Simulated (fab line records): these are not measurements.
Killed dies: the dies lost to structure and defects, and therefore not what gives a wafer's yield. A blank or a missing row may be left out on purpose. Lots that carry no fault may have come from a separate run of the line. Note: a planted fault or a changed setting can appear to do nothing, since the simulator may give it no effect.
Problem report, 8D (eight disciplines) form, completed by code    flow berkeley_cmos170    the parts of the form that need people (team, actions taken, sign-off) are left out

## 1. WHAT IS WRONG
Mean CONTACT_PSG_THK at UCB170_CONTACT_THK_MEAS_02: 771 nm over 6 wafers in 2 lots; fault-free wafers: 709 nm, standard deviation 6.2. That puts it +10 standard deviations away from the usual mean.
First seen on wafer L664.1, day 10 07:22, on film_metro-03. The record holds 42 wafers of 14 lots with a number at this step. The rule behind "out" and "out of limits": a value lying over 4 standard deviations away from the usual mean. The other wafers with a number count as sound.

## 2. WHAT THIS IS AND IS NOT
question                     is                            is not
which readings at this step  CONTACT_PSG_THK               -
which lots                   L664, L665                    L657, L659, L660, L662, L663, L667, L672, L673, L674, L676, L678, L679
which wafers of those lots   all that have a number        -
read on which gauges         film_metro-03, film_metro-04  film_metro-01
when                         from day 10 07:22             up to then (15 sound wafers); but 21 sound wafers of L667, L672, L673, L674, L676, L678, L679 came after

## 3. SUSPECTS, AND WHAT RULES EACH OUT
Counting: a tool at a process step up to the reading stays a suspect if it ran every lot that is out and no sound lot after the first of them.
- the gauge at UCB170_CONTACT_THK_MEAS_02 has been ruled out. Those wafers that are out were read across 2 gauges (film_metro-03, film_metro-04).
- lpcvd-01 at UCB170_CONTACT_CVD_01 (deposits PSG from SiH4/O2/PH3, target thk 700 nm, time 2820 s): ruled out as a lasting fault. Sound lots L679, L678 ran on it after its first lot that is out, L664 (day 10 05:35).
Left after counting: nothing in the record.

## 4. THE CAUSE (what the simulator had put in)
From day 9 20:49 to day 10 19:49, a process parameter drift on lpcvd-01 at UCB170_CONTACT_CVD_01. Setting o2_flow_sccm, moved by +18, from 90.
The count ruled it out by mistake, since the rule takes a fault to strike every lot its tool runs from the start of the fault on, and this one did not do so.

## 5. THE CHAIN OF EFFECTS, in route order
Each row: a reading whose mean over the struck wafers that have a number lies more than 3 standard deviations from the usual. Readings are gone through only where the record gives a usual standard deviation; hours: the median, over the lots, of the time from a lot's start at the first step in this table giving one to that lot's start at this step; sigmas: the change measured in usual standard deviations.
hours  step                        reading          usual       on struck wafers  change  sigmas
0      UCB170_CONTACT_CVD_01       o2_flow_sccm     89.99 sccm  107.91            +17.92  +78
2      UCB170_CONTACT_THK_MEAS_02  CONTACT_PSG_THK  709 nm      771               +62     +10
The process steps in it:
- UCB170_CONTACT_CVD_01: deposits PSG from SiH4/O2/PH3, target thk 700 nm, time 2820 s.

## 6. HOW IT WOULD HAVE BEEN CAUGHT EARLIER
11 hours passed between the start of the fault at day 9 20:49 and the first reading out of limits at a measuring or inspecting step in this record, taken at day 10 07:22.
Tool's own readings at UCB170_CONTACT_CVD_01, o2_flow_sccm: out on all struck wafers the step has rows for; an alarm limit on them would have tripped on the first.
